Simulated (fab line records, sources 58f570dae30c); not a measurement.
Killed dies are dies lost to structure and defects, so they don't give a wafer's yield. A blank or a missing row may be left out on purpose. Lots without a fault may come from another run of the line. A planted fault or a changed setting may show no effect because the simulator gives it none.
Which tool did it? | flow berkeley_cmos170 | 6 lots, 18 wafers sampled, at 2 steps of a route of 331

WHAT THE GAUGES READ, wafer by wafer
UCB170_M1_RS_MEAS_01: measures by four-point-probe.
lot  | measured     | on            | M1_AL_RS (ohm/sq)
L853 | day 7 17:05  | film_metro-02 | 0.0486 0.0487 0.0484
L858 | day 8 19:01  | film_metro-02 | 0.0484 0.0488 0.0481
L857 | day 8 19:10  | film_metro-03 | 0.0491 0.0484 0.0484
L862 | day 9 12:26  | film_metro-01 | 0.0484 0.0487 0.0487
L865 | day 10 10:43 | film_metro-01 | 0.0486 0.0490 0.0485
L872 | day 11 22:21 | film_metro-01 | 0.0485 0.0486 0.0484

WHICH TOOL RAN EACH LOT (tool, then ch and the chambers of the sampled wafers, then the start)
lot  | UCB170_M1_SPUTTER_00
L853 | pvd_sputter-03, day 7 17:01
L858 | pvd_sputter-01, day 8 18:58
L857 | pvd_sputter-03, day 8 19:05
L862 | pvd_sputter-02, day 9 12:21
L865 | pvd_sputter-03, day 10 10:37
L872 | pvd_sputter-03, day 11 22:14
- UCB170_M1_SPUTTER_00: material Al, target thk 600 nm, time 80 s.

THE ANSWER, worked out from the rows above alone
Rule: what is usual is taken from the lots themselves. Put in order of their means at a reading, lots are off if they are a third of the lots or fewer, leave a main group of 4 or more, and stand apart from it by a gap of 3 or more times the standard deviation of the main group's means; of several such gaps the widest counts. A main group whose means are all the same, to the digits that the tables above print for the reading, isn't used. A lot without any number at a reading at which 4 lots or more have one is off too. The other lots that the step has rows for count as sound.
No lot is off at any reading shown: from this, nothing can be told.

WHAT THE SIMULATOR HAD PUT IN
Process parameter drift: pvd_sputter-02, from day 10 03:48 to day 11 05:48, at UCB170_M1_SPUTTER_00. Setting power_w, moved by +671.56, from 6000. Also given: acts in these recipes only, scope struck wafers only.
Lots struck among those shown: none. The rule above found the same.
